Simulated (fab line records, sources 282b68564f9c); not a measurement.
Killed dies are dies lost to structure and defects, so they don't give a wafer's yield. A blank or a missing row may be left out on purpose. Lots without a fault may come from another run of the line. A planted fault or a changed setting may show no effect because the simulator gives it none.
Which tool did it? | flow rit_cmos | 14 lots, 42 wafers sampled, at 5 steps of a route of 202

WHAT THE GAUGES READ, wafer by wafer
RIT_FOX1_THK_MEAS_01.
lot  | measured    | on            | FOX1_OXIDE_THK (nm)
L552 | day 1 18:04 | film_metro-02 | 350 356 351
L553 | day 1 21:56 | film_metro-04 | 351 357 349
L555 | day 2 08:00 | film_metro-04 | 352 351 352
L557 | day 2 17:57 | film_metro-04 | 358 357 356
L558 | day 2 23:27 | film_metro-02 | 357 361 361
L559 | day 3 03:50 | film_metro-01 | 357 358 352
L560 | day 3 10:22 | film_metro-01 | 372 373 373
L561 | day 3 13:51 | film_metro-02 | 345 342 347
L565 | day 4 10:21 | film_metro-01 | 314 310 314
L566 | day 4 14:56 | film_metro-02 | 316 316 311
L569 | day 5 06:55 | film_metro-02 | 360 365 359
L570 | day 5 11:00 | film_metro-02 | 343 345 339
L571 | day 5 15:56 | film_metro-02 | 363 363 363
L573 | day 6 01:49 | film_metro-02 | 354 362 359

RIT_PSD_OVL_MEAS_06.
lot  | measured    | on         | PSD_OVL (nm)
L552 | day 3 00:28 | overlay-01 | -0.2 0.3 -1.7
L553 | day 3 06:16 | overlay-02 | 1.1 0.0 0.1
L555 | day 3 16:00 | overlay-02 | -1.2 -0.2 -0.3
L557 | day 4 01:09 | overlay-02 | -2.9 -1.0 -2.7
L558 | day 4 06:40 | overlay-02 | 0.0 0.0 1.6
L559 | day 4 11:08 | overlay-02 | -1.2 -0.2 -0.9
L560 | day 4 17:02 | overlay-02 | -1.3 -3.4 0.4
L561 | day 4 21:04 | overlay-02 | 0.1 0.7 2.5
L565 | day 5 17:05 | overlay-02 | -0.6 1.0 1.5
L566 | day 5 22:48 | overlay-02 | 0.9 0.9 0.5
L569 | day 6 14:37 | overlay-01 | -0.1 0.2 0.0
L570 | day 6 18:48 | overlay-02 | 1.3 0.8 1.0
L571 | day 6 23:09 | overlay-02 | 2.1 0.4 0.6
L573 | day 7 09:47 | overlay-02 | 0.6 0.8 0.4

WHICH TOOL RAN EACH LOT (tool, then ch and the chambers of the sampled wafers, then the start)
lot  | RIT_FOX1_OXIDATION_00        | RIT_NRETRO_STRIP_09                 | RIT_PRETRO_STRIP_09
L552 | furnace-01 ch 0, day 1 16:45 | plasma_asher-04 ch 0,1, day 2 06:14 | plasma_asher-02 ch 0,1, day 2 07:55
L553 | furnace-01 ch 0, day 1 20:38 | plasma_asher-04 ch 0,1, day 2 11:18 | plasma_asher-02 ch 1, day 2 13:10
L555 | furnace-03 ch 0, day 2 06:41 | plasma_asher-02 ch 0,1, day 2 20:19 | plasma_asher-01 ch 0,1, day 2 22:00
L557 | furnace-02 ch 0, day 2 16:38 | plasma_asher-01 ch 0,1, day 3 06:25 | plasma_asher-01 ch 0,1, day 3 07:59
L558 | furnace-02 ch 0, day 2 22:07 | plasma_asher-02 ch 0,1, day 3 12:06 | plasma_asher-03 ch 0,1, day 3 13:56
L559 | furnace-01 ch 0, day 3 02:31 | plasma_asher-02 ch 0,1, day 3 16:33 | plasma_asher-02 ch 0,1, day 3 18:06
L560 | furnace-03 ch 0, day 3 09:03 | plasma_asher-04 ch 0,1, day 3 22:48 | plasma_asher-02 ch 0,1, day 4 00:28
L561 | furnace-01 ch 0, day 3 12:31 | plasma_asher-02 ch 0,1, day 4 02:15 | plasma_asher-02 ch 0,1, day 4 03:48
L565 | furnace-02 ch 0, day 4 09:00 | plasma_asher-04 ch 0,1, day 4 23:02 | plasma_asher-01 ch 0,1, day 5 00:35
L566 | furnace-02 ch 0, day 4 13:38 | plasma_asher-01 ch 0,1, day 5 03:47 | plasma_asher-01 ch 0,1, day 5 05:32
L569 | furnace-01 ch 0, day 5 05:35 | plasma_asher-02 ch 0, day 5 19:26   | plasma_asher-01 ch 0,1, day 5 21:01
L570 | furnace-03 ch 0, day 5 09:40 | plasma_asher-01 ch 0,1, day 6 00:08 | plasma_asher-01 ch 0,1, day 6 01:59
L571 | furnace-01 ch 0, day 5 14:38 | plasma_asher-01 ch 0,1, day 6 05:09 | plasma_asher-02 ch 0,1, day 6 06:42
L573 | furnace-03 ch 0, day 6 00:30 | plasma_asher-04 ch 0,1, day 6 15:01 | plasma_asher-03 ch 0,1, day 6 16:34
- RIT_FOX1_OXIDATION_00: target thk 350.7 nm, ox time 1130 s.
- RIT_NRETRO_STRIP_09: strips in O2, time 180 s.
- RIT_PRETRO_STRIP_09: strips in O2, time 180 s.

WHAT THE TOOLS THEMSELVES READ (means of the sampled wafers that have a number; where no wafer has one, the mark that the record gives instead)
RIT_FOX1_OXIDATION_00.
lot  | tool       | spike_tc_centre_C (C) | spike_tc_load_C (C) | spike_tc_source_C (C) | tube_center_temp_C (C) | tube_center_temp_C_max | zone_power_load_pct (%)
L552 | furnace-01 | 1102.0                | 1130.9              | 1129.6                | 1100                   | 1102.5                 | 41.8
L553 | furnace-01 | 1102.4                | 1130.9              | 1129.6                | 1100                   | 1103.1                 | 41.4
L555 | furnace-03 | 1101.8                | 1128.4              | 1125.8                | 1100                   | 1102.9                 | 43.1
L557 | furnace-02 | 1103.0                | 1128.4              | 1124.3                | 1100                   | 1103.0                 | 41.0
L558 | furnace-02 | 1102.7                | 1128.9              | 1125.8                | 1100                   | 1102.9                 | 41.2
L559 | furnace-01 | 1102.3                | 1131.5              | 1130.0                | 1100                   | 1102.6                 | 41.5
L560 | furnace-03 | 1102.6                | 1128.2              | 1126.2                | 1100                   | 1102.6                 | 42.9
L561 | furnace-01 | 1102.5                | 1130.0              | 1130.0                | 1100                   | 1102.8                 | 41.8
L565 | furnace-02 | 1077.5                | 1103.6              | 1101.3                | 1075                   | 1077.8                 | 38.7
L566 | furnace-02 | 1077.9                | 1103.7              | 1100.0                | 1075                   | 1077.9                 | 38.6
L569 | furnace-01 | 1102.7                | 1130.8              | 1129.5                | 1100                   | 1102.8                 | 41.2
L570 | furnace-03 | 1102.4                | 1128.6              | 1126.5                | 1100                   | 1103.2                 | 43.3
L571 | furnace-01 | 1101.9                | 1130.0              | 1129.2                | 1100                   | 1102.4                 | 41.9
L573 | furnace-03 | 1103.6                | 1127.9              | 1126.1                | 1100                   | 1102.7                 | 43.4

RIT_NRETRO_STRIP_09.
lot  | tool            | drypump_motor_current_A (A)
L552 | plasma_asher-04 | 5.8
L553 | plasma_asher-04 | 5.8
L555 | plasma_asher-02 | 5.5
L557 | plasma_asher-01 | 5.2
L558 | plasma_asher-02 | 5.9
L559 | plasma_asher-02 | 5.5
L560 | plasma_asher-04 | 5.8
L561 | plasma_asher-02 | 5.5
L565 | plasma_asher-04 | 5.8
L566 | plasma_asher-01 | 5.2
L569 | plasma_asher-02 | 6.2
L570 | plasma_asher-01 | 5.2
L571 | plasma_asher-01 | 5.2
L573 | plasma_asher-04 | 5.8

RIT_PRETRO_STRIP_09.
lot  | tool            | drypump_motor_current_A (A)
L552 | plasma_asher-02 | 5.8
L553 | plasma_asher-02 | 5.2
L555 | plasma_asher-01 | 5.2
L557 | plasma_asher-01 | 5.2
L558 | plasma_asher-03 | 6.3
L559 | plasma_asher-02 | 5.5
L560 | plasma_asher-02 | 5.9
L561 | plasma_asher-02 | 5.5
L565 | plasma_asher-01 | 5.2
L566 | plasma_asher-01 | 5.2
L569 | plasma_asher-01 | 5.2
L570 | plasma_asher-01 | 5.2
L571 | plasma_asher-02 | 5.8
L573 | plasma_asher-03 | 6.4

THE ANSWER, worked out from the rows above alone
Rule: what is usual is taken from the lots themselves. Put in order of their means at a reading, lots are off if they are a third of the lots or fewer, leave a main group of 4 or more, and stand apart from it by a gap of 3 or more times the standard deviation of the main group's means; of several such gaps the widest counts. A main group whose means are all the same, to the digits that the tables above print for the reading, isn't used. A lot without any number at a reading at which 4 lots or more have one is off too. The other lots that the step has rows for count as sound. The gauges are gone through in route order, then the tools' own readings, and for those a lot's mean is taken as printed above. The first step at which some lot is off is used, and at that step the reading that is off furthest; a lot without a number counts as furthest.
Off: L565, L566, at RIT_FOX1_THK_MEAS_01 (FOX1_OXIDE_THK). The main group: mean 356 nm, standard deviation 7.8.
A tool fits if, at a process step before that reading, it ran every lot that is off, and no sound lot after the first of them. The gauges at RIT_FOX1_THK_MEAS_01 aren't tried: what is off there is off at RIT_FOX1_OXIDATION_00 too, on other tools, and a gauge's error can't cause that. One fits: furnace-02 at RIT_FOX1_OXIDATION_00. Its last sound lot is L558 (day 2 22:07), its first lot that is off L565 (day 4 09:00): a fault that began between those two fits.
The tool's own readings at RIT_FOX1_OXIDATION_00 bear it out: on the lots that are off they differ by more than 5 times the standard deviation of the sound lots' means. spike_tc_centre_C reads 1077.7 C there against 1102.5 C on the sound lots; spike_tc_load_C reads 1103.7 C there against 1129.5 C on the sound lots; spike_tc_source_C reads 1100.7 C there against 1127.7 C on the sound lots; tube_center_temp_C reads 1075 C there against 1100 C on the sound lots; tube_center_temp_C_max reads 1077.8 there against 1102.8 on the sound lots.

WHAT THE SIMULATOR HAD PUT IN
Process parameter drift: furnace-02, from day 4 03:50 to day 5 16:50, at RIT_FOX1_OXIDATION_00. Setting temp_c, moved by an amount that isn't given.
Lots struck among those shown: L565, L566. The rule above found the same.
